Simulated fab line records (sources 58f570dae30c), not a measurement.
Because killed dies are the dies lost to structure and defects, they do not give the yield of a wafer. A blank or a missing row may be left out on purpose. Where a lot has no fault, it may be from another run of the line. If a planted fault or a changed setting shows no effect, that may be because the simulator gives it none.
Struck lot and sound lot, side by side / flow berkeley-cmos170 / 15 out of 331 route steps
Sound: wafers L407.4, L407.5, L407.6. The struck wafers were L413.1, L413.3, L413.6. The cause is given at the end.
At each step with rows: each side's tool, then ch and its chambers, then its first start. Under that, the readings that differ: sound wafers / struck wafers / difference of the means / sigmas: that difference in standard deviations of wafers without a fault.
alike: readings whose means differ by less than 2 such deviations, and words and numbers that are the same on both sides. not compared: withheld readings, readings that some wafer has no value for, bounds like >300 that may hide the same value, and numbers for which the record gives no deviation and whose values overlap.
The two part at a step that has a row with sigmas, a row that says differs or no value, or rows on one side only. Numbers that have no deviation but don't overlap get no sigmas and don't part them. A reading missing from all wafers of one side parts the sides only when that side holds two or more wafers.

first, 1 step without rows for these wafers: UCB170_CONTACT_CVD_01 (deposits PSG from SiH4/O2/PH3, target thk 700 nm, time 2820 s).
UCB170_CONTACT_THK_MEAS_02:
  sound on film-metro-01 at day 9 23:31; struck on film-metro-02 at day 11 18:13
  alike: CONTACT_PSG_THK
then, 3 steps without rows for these wafers: UCB170_CONTACT_HMDS_03 (prime time 60 s); UCB170_CONTACT_COAT_04 (resist thk 900 nm); UCB170_CONTACT_SOFTBAKE_05 (time 60 s).
UCB170_CONTACT_STRIP_06: strips in O2.
  sound on plasma-asher-01 ch 0,1, day 10 00:02; struck on plasma-asher-01 ch 0,1, day 11 18:54
  alike: chamber-pressure-mTorr, drypump-motor-current-A, oes-product-au, strip-time-to-endpoint-s
  not compared: rf-hours-counter-h
then, 1 step without rows for these wafers: UCB170_CONTACT_CLEAN_07 (cleans in SPM, time 600 s).
UCB170_CONTACT_RTA_08: time 10 s.
  sound on rtp-anneal-01 ch 0, day 10 00:19; struck on rtp-anneal-01 ch 0, day 11 19:13
  alike: lamp-power-pct, wafer_temp_C_max
then, 4 steps without rows for these wafers: UCB170_CONTACT_COAT_09; UCB170_CONTACT_COAT_10 (resist thk 900 nm); UCB170_CONTACT_SOFTBAKE_11 (time 60 s); UCB170_CONTACT_EXPOSE_12 (exposes mask CONT, target cd 700 nm).
UCB170_CONTACT_PEB_13:
  sound on litho-track-02 ch 0, day 10 02:19; struck on litho-track-01 ch 0, day 11 20:14
reading=heater-power-total-W (W); sound=56.77 56.77 56.75; struck=57.21 57.18 57.18; difference=+0.43; sigmas=+10
  alike: exhaust-pa
then, 2 steps without rows for these wafers: UCB170_CONTACT_DEVELOP_14 (develop time 45 s); UCB170_M3_PROBE_99.

## WHERE THEY PART
Only at UCB170_CONTACT_PEB_13, as far as this record shows.

WHY: the cause the simulator had injected
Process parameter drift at UCB170_CONTACT_PEB_13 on litho-track-01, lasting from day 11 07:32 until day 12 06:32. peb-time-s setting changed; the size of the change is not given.
